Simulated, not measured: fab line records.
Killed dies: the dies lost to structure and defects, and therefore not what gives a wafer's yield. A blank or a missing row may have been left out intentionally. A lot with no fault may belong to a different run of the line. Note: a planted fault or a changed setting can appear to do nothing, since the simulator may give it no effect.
What tool caused it?	flow berkeley cmos170	6 lots (18 wafers sampled), 1 step of a 331-step route

WHAT THE GAUGES READ, wafer by wafer
UCB170_M1_OVL_MEAS_10.
lot	measured	on	M1_OVL (nm)
L176	day 7 12:42	overlay-01	1 1 -5
L178	day 7 14:17	overlay-01	-2 -6 -9
L187	day 9 16:14	overlay-02	4 8 9
L191	day 10 19:30	overlay-01	-1 -2 -3
L194	day 11 04:58	overlay-01	1 2 5
L196	day 11 16:22	overlay-02	7 -4 8

EACH LOT AND THE TOOL THAT RAN IT (in order: tool; ch and the chambers of the sampled wafers; start)
There is no process step in the record ahead of these readings.

THE ANSWER, worked out from the rows above alone
Rule: the usual values come from the lots themselves. The widest of any qualifying gaps counts: lots, ordered by their means at a reading, are off when they make up no more than a third of the lots, leave a main group of 4 or more, and stand apart from it by 3 or more times the standard deviation of that group's means. The tables above print the reading to a certain number of digits; a main group whose means all agree to those digits is not used. Also off: a lot with no number at a reading for which 4 or more lots have one. All remaining lots with rows at the step are treated as sound.
Nothing can be told from this: no lot is off at any reading shown.

WHAT WAS PUT IN BY THE SIMULATOR
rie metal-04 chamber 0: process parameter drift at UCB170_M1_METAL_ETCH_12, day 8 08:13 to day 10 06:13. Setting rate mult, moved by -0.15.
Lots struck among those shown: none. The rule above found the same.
